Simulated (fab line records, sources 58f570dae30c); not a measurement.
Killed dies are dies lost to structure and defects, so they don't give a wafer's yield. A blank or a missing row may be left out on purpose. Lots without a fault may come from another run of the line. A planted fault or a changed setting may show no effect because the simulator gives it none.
Which tool did it? | flow berkeley_cmos170 | 7 lots, 21 wafers sampled, at 3 steps of a route of 331

WHAT THE GAUGES READ, wafer by wafer
UCB170_PLDD_TW_MEAS_11.
lot  | measured     | on            | PLDD_TW
L294 | day 7 00:05  | film_metro-02 | 1008 1008 1001
L298 | day 8 02:50  | film_metro-03 | 1018 1015 1016
L301 | day 8 19:46  | film_metro-03 | 1025 1017 1016
L306 | day 9 21:01  | film_metro-02 | 1083 1080 1090
L311 | day 10 14:09 | film_metro-04 | 996 1000 1000
L315 | day 12 06:30 | film_metro-02 | 1012 1019 1012
L317 | day 12 15:58 | film_metro-03 | 1018 1023 1014

WHICH TOOL RAN EACH LOT (tool, then ch and the chambers of the sampled wafers, then the start)
lot  | UCB170_PVT_STRIP_08                  | UCB170_PLDD_IMPLANT_09
L294 | plasma_asher-02 ch 0,1, day 6 09:17  | implanter-01 ch 0, day 6 23:50
L298 | plasma_asher-03 ch 0,1, day 7 09:55  | implanter-01 ch 0, day 8 02:35
L301 | plasma_asher-03 ch 0,1, day 8 03:46  | implanter-03 ch 0, day 8 19:32
L306 | plasma_asher-01 ch 0,1, day 9 05:46  | implanter-01 ch 0, day 9 20:47
L311 | plasma_asher-01 ch 0,1, day 9 21:16  | implanter-03 ch 0, day 10 13:55
L315 | plasma_asher-03 ch 0,1, day 11 08:50 | implanter-03 ch 0, day 12 06:15
L317 | plasma_asher-03 ch 0,1, day 11 23:35 | implanter-03 ch 0, day 12 15:44
- UCB170_PVT_STRIP_08: strips in O2.
- UCB170_PLDD_IMPLANT_09

THE ANSWER, worked out from the rows above alone
Rule: what is usual is taken from the lots themselves. Put in order of their means at a reading, lots are off if they are a third of the lots or fewer, leave a main group of 4 or more, and stand apart from it by a gap of 3 or more times the standard deviation of the main group's means; of several such gaps the widest counts. A main group whose means are all the same, to the digits that the tables above print for the reading, isn't used. A lot without any number at a reading at which 4 lots or more have one is off too. The other lots that the step has rows for count as sound.
Off: L306, at UCB170_PLDD_TW_MEAS_11 (PLDD_TW). The main group: mean 1012, standard deviation 7.5.
A tool fits if, at a process step before that reading, it ran every lot that is off, and no sound lot after the first of them. The gauges at UCB170_PLDD_TW_MEAS_11 are tried like those tools. One fits: implanter-01 at UCB170_PLDD_IMPLANT_09. Its last sound lot is L298 (day 8 02:35), its first lot that is off L306 (day 9 20:47): a fault that began between those two fits.

WHAT THE SIMULATOR HAD PUT IN
Process parameter drift: implanter-01, from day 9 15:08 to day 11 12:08, at UCB170_PLDD_IMPLANT_09. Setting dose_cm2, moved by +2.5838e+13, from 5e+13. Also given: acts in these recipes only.
Lots struck among those shown: L306. The rule above found the same.
